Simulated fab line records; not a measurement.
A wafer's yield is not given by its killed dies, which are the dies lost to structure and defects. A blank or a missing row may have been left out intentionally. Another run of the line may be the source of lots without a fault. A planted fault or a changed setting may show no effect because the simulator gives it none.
Problem report, 8D (eight disciplines) form, completed by code || flow berkeley-cmos170 || the parts of the form that need people (team, actions taken, sign-off) are left out

1. WHAT WENT WRONG
M2_AL_RS at UCB170_M2_RS_MEAS_02 reads a mean of 0.0187 ohm/sq on 1 wafer of 1 lot; wafers without a fault read 0.0323 ohm/sq with a standard deviation of 0.00062. Measured from the usual mean, that is -22 standard deviations.
The step: measures by four-point-probe.
First seen on wafer L876.4, day 12 18:20, on film-metro-02. The record holds 39 wafers of 13 lots with a number at this step. By rule, "out" or "out of limits" means more than 4 standard deviations away from the usual mean. The rest of the wafers with a number are treated as sound.

2. WHAT IT IS, AND WHAT IT ISN'T
{"question": "which readings at this step", "is": "M2_AL_RS", "is not": "-"}
{"question": "which lots", "is": "L876", "is not": "L859, L860, L862, L864, L865, L866, L867, L868, L870, L877, L880, L881"}
{"question": "which wafers of those lots", "is": "L876.4", "is not": "L876.3, L876.6"}
{"question": "read on which gauges", "is": "film-metro-02", "is not": "film-metro-01, film-metro-04"}
{"question": "when", "is": "from day 12 18:20", "is not": "up to then (29 sound wafers); but 9 sound wafers of L877, L880, L881 came after"}

3. SUSPECTS, AND WHAT RULES EACH OUT
Counting: if a tool at a process step up to the reading ran every lot that is out, it stays a suspect. Sound lots after the first of them don't rule it out here, since some wafers of a struck lot are sound.
- ruled out: the gauge at UCB170_M2_RS_MEAS_02. All the wafers that are out were read on film-metro-02, but those of them that UCB170_M2_METAL_ETCH_18 has rows for are out there too, on other tools.
- rie-diel-04 at UCB170_ZERO_ETCH_06 (etches SiO2 in CHF3/CF4/Ar, time 12 s): kept. It ran the lot that is out, L876 (day 5 17:08); its last sound lot up to then is L865 (day 3 04:04).
- pvd-sputter-04 at UCB170_M2_SPUTTER_01 (material Al, target thk 900 nm, time 120 s): kept. It ran the lot that is out, L876 (day 12 18:13); its last sound lot up to then is L868 (day 11 22:11).
- Within rie-diel-04 at UCB170_ZERO_ETCH_06: the wafers that are out ran in chamber 2; their sound lot-mates ran in chambers 1, 3.
Left after counting: rie-diel-04 at UCB170_ZERO_ETCH_06, pvd-sputter-04 at UCB170_M2_SPUTTER_01.

4. THE CAUSE (what the simulator had put in)
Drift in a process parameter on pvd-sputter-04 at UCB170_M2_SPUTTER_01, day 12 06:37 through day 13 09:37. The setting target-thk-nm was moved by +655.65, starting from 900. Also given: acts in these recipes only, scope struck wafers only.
This tool is one of the 2 suspects left after counting.

5. SEQUENCE OF EFFECTS, ordered by route
One row per reading whose mean, taken over the struck wafers that have a number, lies over 3 standard deviations from the usual. Only readings for which the record gives a usual standard deviation are gone through. hours: the time from each lot's start at the first step in this table that gives one to its start at this step, as a median over the lots. sigmas: the change in usual standard deviations.
{"hours": 0, "step": "UCB170_M2_RS_MEAS_02", "reading": "M2_AL_RS", "usual": "0.0323 ohm/sq", "on struck wafers": 0.0187, "change": -0.0136, "sigmas": -22}
{"hours": 0, "step": "UCB170_M2_THK_MEAS_03", "reading": "M2_AL_THK", "usual": "907 nm", "on struck wafers": 1582, "change": "+675", "sigmas": "+40"}
{"hours": 4, "step": "UCB170_M2_METAL_ETCH_18", "reading": "oes-product-au", "usual": "0.858 a.u.", "on struck wafers": 0.971, "change": "+0.113", "sigmas": "+8.1"}
{"hours": 13, "step": "UCB170_M3_PROBE_99", "reading": "defect-limited-yield", "usual": "98.8 %", "on struck wafers": 0.0, "change": -98.8, "sigmas": "-99 or more"}
{"hours": 13, "step": "UCB170_M3_PROBE_99", "reading": "killed_at_M0_to_M3", "usual": 0.8, "on struck wafers": 262.0, "change": "+261.2", "sigmas": "+99 or more"}
{"hours": 13, "step": "UCB170_M3_PROBE_99", "reading": "killed-dies", "usual": 3.2, "on struck wafers": 264.0, "change": "+260.8", "sigmas": "+99 or more"}
{"hours": 13, "step": "UCB170_M3_PROBE_99", "reading": "killed-on-rim", "usual": 1.1, "on struck wafers": 70.0, "change": "+68.9", "sigmas": "+63"}
{"hours": 13, "step": "UCB170_M3_PROBE_99", "reading": "sort_bin_5_function", "usual": "0.7 %", "on struck wafers": 99.6, "change": "+98.9", "sigmas": "+99 or more"}
{"hours": 13, "step": "UCB170_M3_PROBE_99", "reading": "sort-n-pass", "usual": 260.8, "on struck wafers": 0.0, "change": -260.8, "sigmas": "-99 or more"}
{"hours": 13, "step": "UCB170_M3_PROBE_99", "reading": "sort-yield-pct", "usual": "98.8 %", "on struck wafers": 0.0, "change": -98.8, "sigmas": "-99 or more"}
The process steps in it:
- UCB170_M2_METAL_ETCH_18: etches Al in Cl2/BCl3, stops on SiO2, target depth 1170 nm, time 195 s.
- UCB170_M3_PROBE_99
At these later measuring or inspecting steps, every struck wafer for which the step has a row has a number for every such reading, and none has moved that far: UCB170_M2_CD_MEAS_90.

6. HOW IT WOULD HAVE BEEN CAUGHT EARLIER
12 hours passed between the start of the fault at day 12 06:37 and the first reading out of limits at a measuring or inspecting step in this record, taken at day 12 18:20.
No tool reading at UCB170_M2_SPUTTER_01 that has a usual standard deviation in the record was out on any struck wafer, so an alarm limit of 4 standard deviations on those readings would not have fired.
By day 12 18:20, every lot that is out (1) had started UCB170_M2_SPUTTER_01 on pvd-sputter-04. None of them would have been spared by holding the tool at that moment.
